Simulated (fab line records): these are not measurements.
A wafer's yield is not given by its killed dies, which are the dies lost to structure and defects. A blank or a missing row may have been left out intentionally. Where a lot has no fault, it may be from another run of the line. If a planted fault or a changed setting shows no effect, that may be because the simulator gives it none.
fab line records	flow berkeley_cmos170	part 1 of 2: steps 1 to 31 of 43
record: lots: 5	wafers: 15	last_day: 12
route steps=331 shown PLDD@149 NLDD@158 SPACER@171 PSD@175 NSD@187
lots with no fault: from the same line, run without faults
start_h: hours from the record's opening day to when the first of the lot's shown wafers began	wait_h: hours since the lot's step before	" the same as in the row above	L1.1+2: several wafers, shown together as one row	- either no value or no given start	* or withheld: withheld	< > ~ a bound
route shown NAME@n: names a module that has steps shown in the file, with the first one's number in the route	usual: mean/standard deviation of fault-free wafers	same: alike in all rows	chamber/n: place in a boat	sites: per-site readings	_std_site: the standard deviation of these	_edge_site: outer sites' mean less inner sites'	radius_mm: for every site, how far away it sits from the centre of the wafer	mask NAME#n: copy n	behind: the most recent tool/chamber to have shaped the wafer	hold: reason for holding the lot/hours on hold/outcome of the hold	device: names the non-switching transistor (n, p or np)	end of line: the tests these same wafers got at the end of their route	a step with no rows: only its recipe	killed: dies lost to structure and defects at the first sort, not the wafer's yield	map: the dies of a wafer, with x for killed, . for not killed, _ for no die there
set.NAME: the run value of the setting; set.NAME@STEP: its run value at that earlier step	model.NAME: the simulator's own value behind a step, which no gauge read
lots seen at some steps along the route; tables by step, rows by wafer
services: from which hour (start_h, from the record's first day; less than 0 if before it) a tool's chamber was out of use, for how many hours, and why
== steps ==
step: UCB170_PLDD_PEB_04
recipe: peb_temp_c: 130	peb_time_s: withheld	resist: KrF
lot.wafer	tool	chamber	start_h	wait_h
L081.3+4+5	litho_track-04	0	188.45	0.1
L082.1+4+5	litho_track-02	0	196.27	0.4
L086.1+2+5	litho_track-04	0	223.82	0.8
L091.3+5+6	litho_track-04	0	-	-
L092.1+2+3	litho_track-02	0	250.15	0.3
step: UCB170_PLDD_DEVELOP_05
recipe: developer: TMAH	develop_time_s: 45	resist: KrF	dev_temp_c: 21
lot.wafer	tool	chamber	start_h	wait_h
L081.3+4+5	litho_track-04	0	-	-
L082.1+4+5	litho_track-02	0	-	-
L086.1+2+5	litho_track-04	0	-	-
L091.3+5+6	litho_track-04	0	-	-
L092.1+2+3	litho_track-02	0	-	-
step: UCB170_PLDD_CD_MEAS_06
recipe: target_cd_nm: 1200
usual: cd_nm: 1199.7/1.4
lot.wafer	tool	chamber	start_h	wait_h	cd_nm
L081.3	cd_sem-02	-	188.71	-	1199.1
L081.4	"	-	"	"	1199.2
L081.5	"	-	"	"	1199.5
L082.1	cd_sem-01	-	196.67	-	1200.2
L082.4	"	-	"	"	1200.1
L082.5	"	-	"	"	1199.3
L086.1	cd_sem-02	-	224.09	-	1200.6
L086.2	"	-	"	"	1198.3
L086.5	"	-	"	"	1199.8
L091.3	cd_sem-01	-	247.89	-	1200.7
L091.5	"	-	"	"	1201.4
L091.6	"	-	"	"	1200.9
L092.1	cd_sem-02	-	250.43	-	1201.3
L092.2	"	-	"	"	1201.1
L092.3	"	-	"	"	1200.4
step: UCB170_PLDD_OVL_MEAS_07
usual: PLDD_OVL: 0/5.1
lot.wafer	tool	chamber	start_h	wait_h	PLDD_OVL[nm]
L081.3	overlay-01	-	188.81	0.1	-1
L081.4	"	-	"	"	0
L081.5	"	-	"	"	3
L082.1	overlay-01	-	196.79	0.1	1
L082.4	"	-	"	"	5
L082.5	"	-	"	"	7
L086.1	overlay-01	-	224.21	0.1	-10
L086.2	"	-	"	"	-5
L086.5	"	-	"	"	-10
L091.3	overlay-01	-	247.98	0.1	0
L091.5	"	-	"	"	1
L091.6	"	-	"	"	1
L092.1	overlay-01	-	250.55	0.1	-7
L092.2	"	-	"	"	-9
L092.3	"	-	"	"	-6
step: UCB170_PLDD_IMPLANT_08
recipe: species: BF2	dose_cm2: 5e+13	energy_kev: 10	tilt_deg: 7	rotation_deg: 0
same: implant_ion_amu: 49
lot.wafer	tool	chamber	start_h	wait_h
L081.3+4+5	implanter-01	0	188.88	0.1
L082.1+4+5	implanter-01	0	196.83	0.0
L086.1+2+5	implanter-01	0	224.25	0.0
L091.3+5+6	implanter-03	0	248.06	0.1
L092.1+2+3	implanter-02	0	250.58	0.0
step: UCB170_PLDD_IMPLANT_09
recipe: species: BF2	dose_cm2: 5e+13	energy_kev: 10	tilt_deg: 7	rotation_deg: 180
same: implant_ion_amu: 49
lot.wafer	tool	chamber	start_h	wait_h
L081.3+4+5	implanter-01	0	189.03	0.1
L082.1+4+5	implanter-01	0	196.98	0.1
L086.1+2+5	implanter-01	0	224.40	0.1
L091.3+5+6	implanter-03	0	248.21	0.1
L092.1+2+3	implanter-02	0	250.73	0.1
step: UCB170_PLDD_STRIP_10
recipe: chemistry: O2	power_w: 400	pressure_mtorr: 3500	platen_temp_c: withheld	o2_flow_sccm: 400	overash_fraction: 0.5
usual: drypump_motor_current_A: 5.6/0.39	oes_product_au: 0.735/0.005	strip_time_to_endpoint_s: 21.68/0.062
lot.wafer	tool	chamber	start_h	wait_h	drypump_motor_current_A	oes_product_au	rf_hours_counter_h	strip_time_to_endpoint_s
L081.3	plasma_asher-02	1	189.16	0.1	5.5	0.729	-	21.67
L081.4	"	0	"	"	5.5	0.736	-	21.70
L081.5	"	0	"	"	5.5	0.728	-	21.71
L082.1	plasma_asher-04	0	197.13	0.1	5.9	0.731	49	21.61
L082.4	"	1	"	"	5.1	0.733	-	21.61
L082.5	"	0	"	"	6.0	0.733	-	21.55
L086.1	plasma_asher-03	0	224.55	0.1	5.5	0.743	49	21.71
L086.2	"	1	"	"	6.1	0.731	49	21.76
L086.5	"	1	"	"	6.1	0.735	-	21.72
L091.3	plasma_asher-03	0	248.34	0.1	5.5	0.741	-	21.69
L091.5	"	0	"	"	5.4	0.735	-	21.60
L091.6	"	1	"	"	6.1	0.727	-	21.67
L092.1	plasma_asher-04	0	250.88	0.1	6.0	0.728	55	21.62
L092.2	"	1	"	"	5.0	0.730	55	21.61
L092.3	"	0	"	"	6.0	0.735	-	21.57
step: UCB170_PLDD_TW_MEAS_11
usual: PLDD_TW: 1013/5.4
lot.wafer	tool	chamber	start_h	wait_h	PLDD_TW
L081.3	film_metro-04	-	189.27	0.1	1021
L081.4	"	-	"	"	1020
L081.5	"	-	"	"	1019
L082.1	film_metro-03	-	197.23	0.1	1008
L082.4	"	-	"	"	1004
L082.5	"	-	"	"	1007
L086.1	film_metro-04	-	224.65	0.1	1010
L086.2	"	-	"	"	1019
L086.5	"	-	"	"	1018
L091.3	film_metro-04	-	248.43	0.1	1014
L091.5	"	-	"	"	1017
L091.6	"	-	"	"	1023
L092.1	film_metro-01	-	250.98	0.1	1008
L092.2	"	-	"	"	1011
L092.3	"	-	"	"	1011
step: UCB170_PLDD_CLEAN_12
recipe: chemistry: SPM	temp_c: 120	time_s: 600
same: time_s: 600
lot.wafer	tool	chamber	start_h	wait_h
L081.3+4+5	wet_bench-04	0	189.31	0.0
L082.1+4+5	wet_bench-04	2	197.36	0.1
L086.1+2+5	wet_bench-02	2	225.85	1.2
L091.3+5+6	wet_bench-04	3	248.47	0.0
L092.1+2+3	wet_bench-01	0	251.04	0.1
step: UCB170_NLDD_HMDS_00
recipe: prime_time_s: 60	prime_temp_c: 100
lot.wafer	tool	chamber	start_h	wait_h
L081.3+4+5	litho_track-03	0	189.56	0.1
L082.1+4+5	litho_track-02	0	197.55	0.0
L086.1+2+5	litho_track-01	0	226.43	0.4
L091.3+5+6	litho_track-02	0	248.85	0.2
L092.1+2+3	litho_track-03	0	251.22	0.0
step: UCB170_NLDD_COAT_01
recipe: resist: KrF	spin_rpm: 1500	resist_thk_nm: 900
usual: spin_speed_rpm: 1499.9/1
lot.wafer	tool	chamber	start_h	wait_h	spin_speed_rpm
L081.3	litho_track-03	0	189.71	0.1	1500.9
L081.4	"	0	"	"	1500.4
L081.5	"	0	"	"	1500.2
L082.1	litho_track-02	0	197.70	0.1	1502.5
L082.4	"	0	"	"	1499.1
L082.5	"	0	"	"	1499.6
L086.1	litho_track-01	0	226.58	0.1	1501.1
L086.2	"	0	"	"	1500.1
L086.5	"	0	"	"	1500.3
L091.3	litho_track-02	0	249.00	0.1	1498.4
L091.5	"	0	"	"	1499.6
L091.6	"	0	"	"	1501.2
L092.1	litho_track-03	0	251.37	0.1	1500.6
L092.2	"	0	"	"	1501.9
L092.3	"	0	"	"	1500.5
step: UCB170_NLDD_SOFTBAKE_02
recipe: resist: KrF	temp_c: 130	time_s: 60
same: time_s: 60
lot.wafer	tool	chamber	start_h	wait_h
L081.3+4+5	litho_track-03	0	189.86	0.1
L082.1+4+5	litho_track-02	0	197.85	0.1
L086.1+2+5	litho_track-01	0	226.73	0.1
L091.3+5+6	litho_track-02	0	249.15	0.1
L092.1+2+3	litho_track-03	0	251.52	0.1
step: UCB170_NLDD_EXPOSE_03
recipe: mask_id: NSELECT	na: 0.5	sigma_outer: 0.6	source_shape: conventional	target_cd_nm: 1200	dose_mj: 30
usual: stage_vel_mm_s: 500.00/0.27
lot.wafer	tool	chamber	start_h	wait_h	mask	stage_vel_mm_s
L081.3	krf_scanner-02	0	189.99	0.1	NSELECT#0	499.93
L081.4	"	0	"	"	NSELECT#0	499.64
L081.5	"	0	"	"	NSELECT#0	499.55
L082.1	krf_scanner-02	0	198.00	0.1	NSELECT#0	499.73
L082.4	"	0	"	"	NSELECT#0	499.63
L082.5	"	0	"	"	NSELECT#0	499.45
L086.1	krf_scanner-02	0	226.88	0.1	NSELECT#0	499.76
L086.2	"	0	"	"	NSELECT#0	499.60
L086.5	"	0	"	"	NSELECT#0	499.95
L091.3	krf_scanner-02	0	249.41	0.2	NSELECT#0	499.98
L091.5	"	0	"	"	NSELECT#0	499.91
L091.6	"	0	"	"	NSELECT#0	499.85
L092.1	krf_scanner-01	0	251.79	0.2	NSELECT#0	500.19
L092.2	"	0	"	"	NSELECT#0	500.12
L092.3	"	0	"	"	NSELECT#0	499.87
step: UCB170_NLDD_PEB_04
recipe: peb_temp_c: 130	peb_time_s: withheld	resist: KrF
lot.wafer	tool	chamber	start_h	wait_h
L081.3+4+5	litho_track-03	0	190.12	0.1
L082.1+4+5	litho_track-01	0	198.12	0.1
L086.1+2+5	litho_track-02	0	227.65	0.8
L091.3+5+6	litho_track-03	0	249.66	0.2
L092.1+2+3	litho_track-01	0	252.25	0.4
step: UCB170_NLDD_DEVELOP_05
recipe: developer: TMAH	develop_time_s: 45	resist: KrF	dev_temp_c: 21
lot.wafer	tool	chamber	start_h	wait_h
L081.3+4+5	litho_track-03	0	-	-
L082.1+4+5	litho_track-01	0	-	-
L086.1+2+5	litho_track-02	0	-	-
L091.3+5+6	litho_track-03	0	-	-
L092.1+2+3	litho_track-01	0	-	-
step: UCB170_NLDD_CD_MEAS_06
recipe: target_cd_nm: 1200
usual: cd_nm: 1200.3/1.5
lot.wafer	tool	chamber	start_h	wait_h	cd_nm
L081.3	cd_sem-02	-	190.39	-	1200.5
L081.4	"	-	"	"	1200.1
L081.5	"	-	"	"	1199.3
L082.1	cd_sem-01	-	198.51	-	1199.1
L082.4	"	-	"	"	1199.3
L082.5	"	-	"	"	1200.2
L086.1	cd_sem-02	-	227.93	-	1198.7
L086.2	"	-	"	"	1199.8
L086.5	"	-	"	"	1201.0
L091.3	cd_sem-02	-	249.92	-	1200.8
L091.5	"	-	"	"	1200.9
L091.6	"	-	"	"	1201.0
L092.1	cd_sem-02	-	252.52	-	1201.7
L092.2	"	-	"	"	1201.9
L092.3	"	-	"	"	1200.5
step: UCB170_NLDD_OVL_MEAS_07
usual: NLDD_OVL: 3/6.6
lot.wafer	tool	chamber	start_h	wait_h	NLDD_OVL[nm]
L081.3	overlay-01	-	190.48	0.1	-12
L081.4	"	-	"	"	-8
L081.5	"	-	"	"	-6
L082.1	overlay-02	-	198.63	0.1	3
L082.4	"	-	"	"	-2
L082.5	"	-	"	"	2
L086.1	overlay-01	-	228.05	0.1	12
L086.2	"	-	"	"	4
L086.5	"	-	"	"	16
L091.3	overlay-01	-	250.02	0.1	-7
L091.5	"	-	"	"	-3
L091.6	"	-	"	"	-7
L092.1	overlay-02	-	252.64	0.1	5
L092.2	"	-	"	"	3
L092.3	"	-	"	"	4
step: UCB170_NLDD_IMPLANT_08
recipe: species: As	dose_cm2: 5e+13	energy_kev: 30	tilt_deg: 7	rotation_deg: 0
same: implant_ion_amu: 75
lot.wafer	tool	chamber	start_h	wait_h
L081.3+4+5	implanter-03	0	190.55	0.1
L082.1+4+5	implanter-01	0	198.67	0.0
L086.1+2+5	implanter-04	0	228.08	0.0
L091.3+5+6	implanter-03	0	250.09	0.1
L092.1+2+3	implanter-03	0	252.68	0.0
step: UCB170_NLDD_IMPLANT_09
recipe: species: As	dose_cm2: 5e+13	energy_kev: 30	tilt_deg: 7	rotation_deg: 180
same: implant_ion_amu: 75
lot.wafer	tool	chamber	start_h	wait_h
L081.3+4+5	implanter-03	0	190.70	0.1
L082.1+4+5	implanter-01	0	198.82	0.1
L086.1+2+5	implanter-04	0	228.23	0.1
L091.3+5+6	implanter-03	0	250.24	0.1
L092.1+2+3	implanter-03	0	252.83	0.1
step: UCB170_NLDD_STRIP_10
recipe: chemistry: O2	power_w: 400	pressure_mtorr: 3500	platen_temp_c: withheld	o2_flow_sccm: 400	overash_fraction: 0.5
usual: drypump_motor_current_A: 5.6/0.41	oes_product_au: 0.735/0.0045	strip_time_to_endpoint_s: 21.64/0.069
lot.wafer	tool	chamber	start_h	wait_h	drypump_motor_current_A	oes_product_au	rf_hours_counter_h	strip_time_to_endpoint_s
L081.3	plasma_asher-04	0	190.84	0.1	6.0	0.731	-	21.65
L081.4	"	1	"	"	5.1	0.734	-	21.60
L081.5	"	0	"	"	6.0	0.740	-	21.65
L082.1	plasma_asher-04	1	198.97	0.1	5.1	0.729	49	21.66
L082.4	"	1	"	"	5.1	0.728	-	21.65
L082.5	"	0	"	"	6.0	0.733	-	21.63
L086.1	plasma_asher-04	0	228.38	0.1	6.0	0.736	52	21.70
L086.2	"	1	"	"	5.1	0.734	52	21.66
L086.5	"	1	"	"	5.1	0.738	-	21.71
L091.3	plasma_asher-04	1	250.37	0.1	5.1	0.733	-	21.69
L091.5	"	0	"	"	6.0	0.727	-	21.67
L091.6	"	1	"	"	5.1	0.734	-	21.63
L092.1	plasma_asher-04	0	252.98	0.1	6.0	0.735	55	21.52
L092.2	"	1	"	"	5.1	0.729	55	21.54
L092.3	"	0	"	"	6.0	0.734	-	21.51
step: UCB170_NLDD_TW_MEAS_11
usual: NLDD_TW: 2221/12
lot.wafer	tool	chamber	start_h	wait_h	NLDD_TW
L081.3	film_metro-03	-	190.92	0.1	2205
L081.4	"	-	"	"	2203
L081.5	"	-	"	"	2199
L082.1	film_metro-01	-	199.07	0.1	2218
L082.4	"	-	"	"	2243
L082.5	"	-	"	"	2219
L086.1	film_metro-04	-	228.48	0.1	2228
L086.2	"	-	"	"	2231
L086.5	"	-	"	"	2235
L091.3	film_metro-03	-	250.46	0.1	2224
L091.5	"	-	"	"	2227
L091.6	"	-	"	"	2217
L092.1	film_metro-01	-	253.08	0.1	2215
L092.2	"	-	"	"	2217
L092.3	"	-	"	"	2215
step: UCB170_NLDD_CLEAN_12
recipe: chemistry: SPM	temp_c: 120	time_s: 600
same: time_s: 600
lot.wafer	tool	chamber	start_h	wait_h
L081.3+4+5	wet_bench-04	3	190.97	0.0
L082.1+4+5	wet_bench-04	1	199.13	0.1
L086.1+2+5	wet_bench-02	3	228.54	0.1
L091.3+5+6	wet_bench-04	1	250.70	0.2
L092.1+2+3	wet_bench-04	1	253.16	0.1
step: UCB170_SPACER_CVD_00
recipe: material: SiO2	target_thk_nm: 376	temp_c: 390	precursor: TEOS/O2	time_s: 47	rf_w: 550	pressure_mtorr: 9000
usual: heater_power_w: 249/53	pressure_mtorr: 8997/18
same: time_s: 47
lot.wafer	tool	chamber	start_h	wait_h	heater_power_w	pressure_mtorr
L081.3	pecvd-03	0	191.17	0.0	256	9032
L081.4	"	2	"	"	296	8982
L081.5	"	1	"	"	450	8997
L082.1	pecvd-01	2	199.32	0.0	270	8981
L082.4	"	2	"	"	260	8994
L082.5	"	0	"	"	271	8976
L086.1	pecvd-02	1	228.72	0.0	262	8979
L086.2	"	0	"	"	259	9003
L086.5	"	1	"	"	277	9000
L091.3	pecvd-01	2	251.05	0.0	220	9009
L091.5	"	0	"	"	223	8996
L091.6	"	1	"	"	217	9009
L092.1	pecvd-02	2	253.51	0.0	168	9012
L092.2	"	0	"	"	265	8989
L092.3	"	1	"	"	287	9005
step: UCB170_SPACER_THK_MEAS_01
recipe: reads: SiO2_of_SPACER_CVD_00
usual: SPACER_TEOS_THK: 376/4.4
lot.wafer	tool	chamber	start_h	wait_h	SPACER_TEOS_THK[nm]
L081.3	film_metro-04	-	191.24	0.0	379
L081.4	"	-	"	"	380
L081.5	"	-	"	"	382
L082.1	film_metro-03	-	199.36	0.0	374
L082.4	"	-	"	"	382
L082.5	"	-	"	"	377
L086.1	film_metro-04	-	228.76	0.0	375
L086.2	"	-	"	"	379
L086.5	"	-	"	"	383
L091.3	film_metro-03	-	251.11	0.0	374
L091.5	"	-	"	"	377
L091.6	"	-	"	"	377
L092.1	film_metro-03	-	253.55	0.0	367
L092.2	"	-	"	"	375
L092.3	"	-	"	"	374
step: UCB170_SPACER_ANNEAL_02
recipe: temp_c: 900	time_s: 1800	ambient: N2
usual: zone_power_centre_pct: 40.4/0.99
same: time_s: 1800
lot.wafer	tool	chamber	start_h	wait_h	zone_power_centre_pct
L081.3	furnace-01	0	195.53	4.3	41.2
L081.4	"	0	"	"	41.2
L081.5	"	0	"	"	41.4
L082.1	furnace-01	0	204.38	5.0	41.6
L082.4	"	0	"	"	41.6
L082.5	"	0	"	"	41.4
L086.1	furnace-02	0	229.08	0.3	40.3
L086.2	"	0	"	"	40.5
L086.5	"	0	"	"	40.6
L091.3	furnace-01	0	255.44	4.3	41.3
L091.5	"	0	"	"	41.7
L091.6	"	0	"	"	40.7
L092.1	furnace-01	0	255.44	1.9	41.3
L092.2	"	0	"	"	41.2
L092.3	"	0	"	"	41.0
step: UCB170_SPACER_ETCHBACK_03
recipe: stop_on: Si	target: SiO2	chemistry: CHF3/CF4/Ar	CHF3_flow_sccm: 50	cf4_flow_sccm: 10	Ar_flow_sccm: 120	pressure_mtorr: 200	rf_w: 500	target_depth_a: 3760	time_s: 100
usual: drypump_motor_current_A: 5.3/0.4	mfc_ar_sccm: 120.0/0.37	oes_product_au: 0.898/0.015	throttle_valve_pct: 6.47/0.15
same: time_s: 100
lot.wafer	tool	chamber	start_h	wait_h	drypump_motor_current_A	mfc_ar_sccm	oes_product_au	rf_hours_counter_h	throttle_valve_pct
L081.3	rie_diel-02	0	197.03	0.0	4.9	120.3	0.920	37	6.22
L081.4	"	1	"	"	5.4	120.5	0.878	116	6.64
L081.5	"	2	"	"	5.4	120.6	0.909	-	6.48
L082.1	rie_diel-01	2	205.88	0.0	4.8	120.1	0.882	5	6.55
L082.4	"	1	"	"	5.4	119.7	0.908	124	6.73
L082.5	"	1	"	"	5.5	119.5	0.896	-	6.70
L086.1	rie_diel-03	2	230.58	0.0	5.0	119.7	0.889	111	6.26
L086.2	"	3	"	"	6.2	120.2	0.909	48	6.41
L086.5	"	1	"	"	5.9	119.9	0.891	-	6.34
L091.3	rie_diel-02	2	256.94	0.0	5.4	120.1	0.906	49	6.48
L091.5	"	0	"	"	4.9	120.3	0.920	-	6.21
L091.6	"	3	"	"	5.0	120.1	0.896	-	6.40
L092.1	rie_diel-01	2	256.94	0.0	4.8	119.3	0.886	7	6.56
L092.2	"	0	"	"	5.3	120.4	0.895	129	6.54
L092.3	"	1	"	"	5.4	120.8	0.895	126	6.70
step: UCB170_PSD_HMDS_00
recipe: prime_time_s: 60	prime_temp_c: 100
lot.wafer	tool	chamber	start_h	wait_h
L081.3+4+5	litho_track-04	0	197.15	0.1
L082.1+4+5	litho_track-01	0	205.98	0.1
L086.1+2+5	litho_track-04	0	231.00	0.4
L092.1+2+3	litho_track-03	0	257.34	0.4
L091.3+5+6	litho_track-04	0	257.38	0.4
step: UCB170_PSD_COAT_01
recipe: resist: KrF	spin_rpm: 1500	resist_thk_nm: 900
usual: spin_speed_rpm: 1500.0/0.95
lot.wafer	tool	chamber	start_h	wait_h	spin_speed_rpm
L081.3	litho_track-04	0	197.30	0.1	1500.0
L081.4	"	0	"	"	1500.4
L081.5	"	0	"	"	1499.7
L082.1	litho_track-01	0	206.13	0.1	1500.5
L082.4	"	0	"	"	1499.9
L082.5	"	0	"	"	1500.6
L086.1	litho_track-04	0	231.15	0.1	1500.7
L086.2	"	0	"	"	1500.0
L086.5	"	0	"	"	1498.9
L092.1	litho_track-03	0	257.49	0.1	1498.9
L092.2	"	0	"	"	1500.2
L092.3	"	0	"	"	1499.8
L091.3	litho_track-04	0	257.53	0.1	1499.1
L091.5	"	0	"	"	1501.9
L091.6	"	0	"	"	1499.0
step: UCB170_PSD_SOFTBAKE_02
recipe: resist: KrF	temp_c: 130	time_s: 60
same: time_s: 60
lot.wafer	tool	chamber	start_h	wait_h
L081.3+4+5	litho_track-04	0	197.45	0.1
L082.1+4+5	litho_track-01	0	206.28	0.1
L086.1+2+5	litho_track-04	0	231.30	0.1
L092.1+2+3	litho_track-03	0	257.64	0.1
L091.3+5+6	litho_track-04	0	257.68	0.1
step: UCB170_PSD_EXPOSE_03
recipe: mask_id: PSELECT_MOD	na: 0.5	sigma_outer: 0.6	source_shape: conventional	target_cd_nm: 1200	dose_mj: 30
usual: stage_vel_mm_s: 500.03/0.23
lot.wafer	tool	chamber	start_h	wait_h	mask	stage_vel_mm_s
L081.3	krf_scanner-01	0	197.95	0.5	PSELECT_MOD#0	500.33
L081.4	"	0	"	"	PSELECT_MOD#0	500.03
L081.5	"	0	"	"	PSELECT_MOD#0	500.52
L082.1	krf_scanner-02	0	206.64	0.3	PSELECT_MOD#0	499.50
L082.4	"	0	"	"	PSELECT_MOD#0	499.87
L082.5	"	0	"	"	PSELECT_MOD#0	500.25
L086.1	krf_scanner-02	0	231.64	0.3	PSELECT_MOD#0	499.94
L086.2	"	0	"	"	PSELECT_MOD#0	499.81
L086.5	"	0	"	"	PSELECT_MOD#0	499.93
L091.3	krf_scanner-01	0	257.94	0.2	PSELECT_MOD#0	500.09
L091.5	"	0	"	"	PSELECT_MOD#0	500.11
L091.6	"	0	"	"	PSELECT_MOD#0	500.11
L092.1	krf_scanner-02	0	258.15	0.5	PSELECT_MOD#0	500.31
L092.2	"	0	"	"	PSELECT_MOD#0	500.16
L092.3	"	0	"	"	PSELECT_MOD#0	499.77
step: UCB170_PSD_PEB_04
recipe: peb_temp_c: 130	peb_time_s: withheld	resist: KrF
lot.wafer	tool	chamber	start_h	wait_h
L081.3+4+5	litho_track-03	0	198.08	0.1
L082.1+4+5	litho_track-01	0	206.91	0.2
L086.1+2+5	litho_track-04	0	232.17	0.5
L091.3+5+6	litho_track-01	0	258.24	0.3
L092.1+2+3	litho_track-04	0	258.33	0.2
